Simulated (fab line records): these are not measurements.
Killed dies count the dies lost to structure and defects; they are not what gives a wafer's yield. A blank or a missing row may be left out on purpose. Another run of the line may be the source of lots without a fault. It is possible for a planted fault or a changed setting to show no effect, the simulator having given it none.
The tool behind it: which one? :: flow rit-cmos :: 14 lots with 42 wafers sampled at 4 steps, on a route of 202 steps

WHAT THE GAUGES SHOWED, per wafer
RIT_SDANNEAL_RS_MEAS_05: the measuring method here is four-point-probe. Usual: for NSD_RS the level is 84.57 ohm/sq and the standard deviation is 0.22.
lot: L718
measured: day 3 05:23
on: film-metro-01
NSD_RS (ohm/sq): 84.53 84.60 84.52
flag: 

lot: L721
measured: day 3 18:19
on: film-metro-01
NSD_RS (ohm/sq): 84.62 84.81 84.59
flag: 

lot: L722
measured: day 3 22:14
on: film-metro-03
NSD_RS (ohm/sq): 84.76 84.73 84.94
flag: 

lot: L723
measured: day 4 06:07
on: film-metro-03
NSD_RS (ohm/sq): 84.82 84.51 84.95
flag: 

lot: L724
measured: day 4 09:17
on: film-metro-03
NSD_RS (ohm/sq): 84.42 84.57 84.45
flag: 

lot: L725
measured: day 4 13:24
on: film-metro-03
NSD_RS (ohm/sq): 84.98 84.58 84.55
flag: 

lot: L726
measured: day 4 19:50
on: film-metro-02
NSD_RS (ohm/sq): 84.63 84.60 84.56
flag: 

lot: L727
measured: day 4 22:51
on: film-metro-02
NSD_RS (ohm/sq): 84.38 84.21 84.45
flag: 

lot: L731
measured: day 5 19:55
on: film-metro-01
NSD_RS (ohm/sq): 84.70 84.50 84.68
flag: 

lot: L732
measured: day 6 01:57
on: film-metro-03
NSD_RS (ohm/sq): 84.61 84.40 84.35
flag: 

lot: L736
measured: day 7 01:15
on: film-metro-02
NSD_RS (ohm/sq): 84.60 84.69 84.82
flag: 

lot: L738
measured: day 7 04:56
on: film-metro-03
NSD_RS (ohm/sq): 84.33 84.47 84.39
flag: 

lot: L740
measured: day 7 16:37
on: film-metro-02
NSD_RS (ohm/sq): 84.38 84.32 84.19
flag: 

lot: L741
measured: day 7 21:53
on: film-metro-02
NSD_RS (ohm/sq): 84.85 84.41 84.57
flag: 

EACH LOT AND THE TOOL THAT RAN IT (in order: tool; ch and the chambers of the sampled wafers; start)
lot: L718
RIT_ACTIVE_ETCH_13: rie-diel-02 ch 0,3, day 1 16:10
RIT_NRETRO_STRIP_09: plasma-asher-04 ch 0,1, day 2 09:41
RIT_SDANNEAL_CLEAN_01: wet-bench-01 ch 1, day 3 05:01

lot: L721
RIT_ACTIVE_ETCH_13: rie-diel-02 ch 0,1,3, day 2 05:43
RIT_NRETRO_STRIP_09: plasma-asher-01 ch 0,1, day 2 21:48
RIT_SDANNEAL_CLEAN_01: wet-bench-01 ch 3, day 3 17:56

lot: L722
RIT_ACTIVE_ETCH_13: rie-diel-04 ch 1,2, day 2 10:53
RIT_NRETRO_STRIP_09: plasma-asher-04 ch 0,1, day 3 02:51
RIT_SDANNEAL_CLEAN_01: wet-bench-01 ch 2, day 3 21:52

lot: L723
RIT_ACTIVE_ETCH_13: rie-diel-03 ch 0,1,3, day 2 15:50
RIT_NRETRO_STRIP_09: plasma-asher-04 ch 0,1, day 3 10:00
RIT_SDANNEAL_CLEAN_01: wet-bench-01 ch 3, day 4 05:45

lot: L724
RIT_ACTIVE_ETCH_13: rie-diel-02 ch 1,3, day 2 20:50
RIT_NRETRO_STRIP_09: plasma-asher-03 ch 0,1, day 3 12:49
RIT_SDANNEAL_CLEAN_01: wet-bench-02 ch 2, day 4 08:50

lot: L725
RIT_ACTIVE_ETCH_13: rie-diel-02 ch 0,1,3, day 3 02:23
RIT_NRETRO_STRIP_09: plasma-asher-04 ch 0,1, day 3 17:09
RIT_SDANNEAL_CLEAN_01: wet-bench-02 ch 3, day 4 13:00

lot: L726
RIT_ACTIVE_ETCH_13: rie-diel-04 ch 0,2,3, day 3 06:43
RIT_NRETRO_STRIP_09: plasma-asher-04 ch 0,1, day 3 22:38
RIT_SDANNEAL_CLEAN_01: wet-bench-02 ch 3, day 4 19:26

lot: L727
RIT_ACTIVE_ETCH_13: rie-diel-04 ch 0,2,3, day 3 11:59
RIT_NRETRO_STRIP_09: plasma-asher-04 ch 0,1, day 4 02:40
RIT_SDANNEAL_CLEAN_01: wet-bench-03 ch 3, day 4 22:26

lot: L731
RIT_ACTIVE_ETCH_13: rie-diel-04 ch 2,3, day 4 08:55
RIT_NRETRO_STRIP_09: plasma-asher-03 ch 0,1, day 4 23:28
RIT_SDANNEAL_CLEAN_01: wet-bench-03 ch 1, day 5 19:32

lot: L732
RIT_ACTIVE_ETCH_13: rie-diel-02 ch 0,1,3, day 4 12:43
RIT_NRETRO_STRIP_09: plasma-asher-01 ch 0,1, day 5 03:38
RIT_SDANNEAL_CLEAN_01: wet-bench-03 ch 2, day 6 01:32

lot: L736
RIT_ACTIVE_ETCH_13: rie-diel-02 ch 1,2,3, day 5 11:59
RIT_NRETRO_STRIP_09: plasma-asher-01 ch 0,1, day 6 04:37
RIT_SDANNEAL_CLEAN_01: wet-bench-02 ch 3, day 7 00:52

lot: L738
RIT_ACTIVE_ETCH_13: rie-diel-02 ch 0,3, day 5 18:50
RIT_NRETRO_STRIP_09: plasma-asher-04 ch 0,1, day 6 09:50
RIT_SDANNEAL_CLEAN_01: wet-bench-02 ch 0, day 7 04:32

lot: L740
RIT_ACTIVE_ETCH_13: rie-diel-04 ch 0,2,3, day 6 04:52
RIT_NRETRO_STRIP_09: plasma-asher-01 ch 0,1, day 6 19:43
RIT_SDANNEAL_CLEAN_01: wet-bench-01 ch 2, day 7 16:14

lot: L741
RIT_ACTIVE_ETCH_13: rie-diel-03 ch 0,1,2, day 6 09:50
RIT_NRETRO_STRIP_09: plasma-asher-04 ch 0,1, day 7 00:42
RIT_SDANNEAL_CLEAN_01: wet-bench-03 ch 0, day 7 21:29
- RIT_ACTIVE_ETCH_13: etches Si3N4 in SF6, stops on SiO2, time 210 s, target depth 210 nm.
- RIT_NRETRO_STRIP_09: strips in O2, time 180 s.
- RIT_SDANNEAL_CLEAN_01: cleans in dHF, time 30 s.

WHAT THE TOOLS THEMSELVES READ (means of the sampled wafers that have a number; where no wafer has one, the mark that the record gives instead)
RIT_ACTIVE_ETCH_13. Usual: drypump-motor-current-A 5.7 A, standard deviation 0.46; oes-product-au 0.825 a.u., standard deviation 0.014; rf-fwd-power-W 124.7 W, standard deviation 0.39; throttle-valve-pct 7.46 %, standard deviation 0.089.
lot: L718
tool: rie-diel-02
drypump-motor-current-A (A): 5.2
oes-product-au (a.u.): 0.831
rf-fwd-power-W (W): 124.8
throttle-valve-pct (%): 7.49
flag: 

lot: L721
tool: rie-diel-02
drypump-motor-current-A (A): 5.5
oes-product-au (a.u.): 0.831
rf-fwd-power-W (W): 124.9
throttle-valve-pct (%): 7.47
flag: 

lot: L722
tool: rie-diel-04
drypump-motor-current-A (A): 5.6
oes-product-au (a.u.): 0.838
rf-fwd-power-W (W): 124.6
throttle-valve-pct (%): 7.42
flag: 

lot: L723
tool: rie-diel-03
drypump-motor-current-A (A): 6.3
oes-product-au (a.u.): 0.814
rf-fwd-power-W (W): 124.7
throttle-valve-pct (%): 7.48
flag: 

lot: L724
tool: rie-diel-02
drypump-motor-current-A (A): 5.2
oes-product-au (a.u.): 0.836
rf-fwd-power-W (W): 124.2
throttle-valve-pct (%): 7.54
flag: 

lot: L725
tool: rie-diel-02
drypump-motor-current-A (A): 5.5
oes-product-au (a.u.): 0.821
rf-fwd-power-W (W): 124.2
throttle-valve-pct (%): 7.46
flag: 

lot: L726
tool: rie-diel-04
drypump-motor-current-A (A): 5.8
oes-product-au (a.u.): 0.829
rf-fwd-power-W (W): 124.8
throttle-valve-pct (%): 7.43
flag: 

lot: L727
tool: rie-diel-04
drypump-motor-current-A (A): 5.8
oes-product-au (a.u.): 0.826
rf-fwd-power-W (W): 124.8
throttle-valve-pct (%): 7.43
flag: 

lot: L731
tool: rie-diel-04
drypump-motor-current-A (A): 5.7
oes-product-au (a.u.): 0.815
rf-fwd-power-W (W): 124.9
throttle-valve-pct (%): 7.40
flag: 

lot: L732
tool: rie-diel-02
drypump-motor-current-A (A): 5.5
oes-product-au (a.u.): 0.828
rf-fwd-power-W (W): 124.6
throttle-valve-pct (%): 7.46
flag: 

lot: L736
tool: rie-diel-02
drypump-motor-current-A (A): 5.3
oes-product-au (a.u.): 0.828
rf-fwd-power-W (W): 124.5
throttle-valve-pct (%): 7.52
flag: 

lot: L738
tool: rie-diel-02
drypump-motor-current-A (A): 5.5
oes-product-au (a.u.): 0.823
rf-fwd-power-W (W): 124.6
throttle-valve-pct (%): 7.42
flag: 

lot: L740
tool: rie-diel-04
drypump-motor-current-A (A): 5.8
oes-product-au (a.u.): 0.816
rf-fwd-power-W (W): 124.9
throttle-valve-pct (%): 7.43
flag: 

lot: L741
tool: rie-diel-03
drypump-motor-current-A (A): 6.1
oes-product-au (a.u.): 0.824
rf-fwd-power-W (W): 124.7
throttle-valve-pct (%): 7.55
flag: 

RIT_NRETRO_STRIP_09. Usual: 5.5 A for drypump-motor-current-A, sd 0.4.
lot: L718
tool: plasma-asher-04
drypump-motor-current-A (A): 5.7
flag: 

lot: L721
tool: plasma-asher-01
drypump-motor-current-A (A): 5.5
flag: 

lot: L722
tool: plasma-asher-04
drypump-motor-current-A (A): 5.7
flag: 

lot: L723
tool: plasma-asher-04
drypump-motor-current-A (A): 5.6
flag: 

lot: L724
tool: plasma-asher-03
drypump-motor-current-A (A): 5.4
flag: 

lot: L725
tool: plasma-asher-04
drypump-motor-current-A (A): 5.7
flag: 

lot: L726
tool: plasma-asher-04
drypump-motor-current-A (A): 5.7
flag: 

lot: L727
tool: plasma-asher-04
drypump-motor-current-A (A): 5.7
flag: 

lot: L731
tool: plasma-asher-03
drypump-motor-current-A (A): 5.4
flag: 

lot: L732
tool: plasma-asher-01
drypump-motor-current-A (A): 5.1
flag: 

lot: L736
tool: plasma-asher-01
drypump-motor-current-A (A): 5.5
flag: 

lot: L738
tool: plasma-asher-04
drypump-motor-current-A (A): 5.6
flag: 

lot: L740
tool: plasma-asher-01
drypump-motor-current-A (A): 5.2
flag: 

lot: L741
tool: plasma-asher-04
drypump-motor-current-A (A): 5.6
flag: 

THE ANSWER, worked out from the rows above alone
Rule: lot off if the mean of its wafers having a number is beyond 3 standard deviations from the usual mean. A lot without any number at a reading at which 4 lots or more have one is off too. All remaining lots with rows at the step are treated as sound. First the gauges in route order, then the tools' own readings, where a lot's mean is used as printed above. The first step at which some lot is off is used, and at that step the reading that is off furthest; a lot without a number counts as furthest.
No lot is off on any of the readings shown, so nothing can be concluded from this.

WHAT THE SIMULATOR PUT IN
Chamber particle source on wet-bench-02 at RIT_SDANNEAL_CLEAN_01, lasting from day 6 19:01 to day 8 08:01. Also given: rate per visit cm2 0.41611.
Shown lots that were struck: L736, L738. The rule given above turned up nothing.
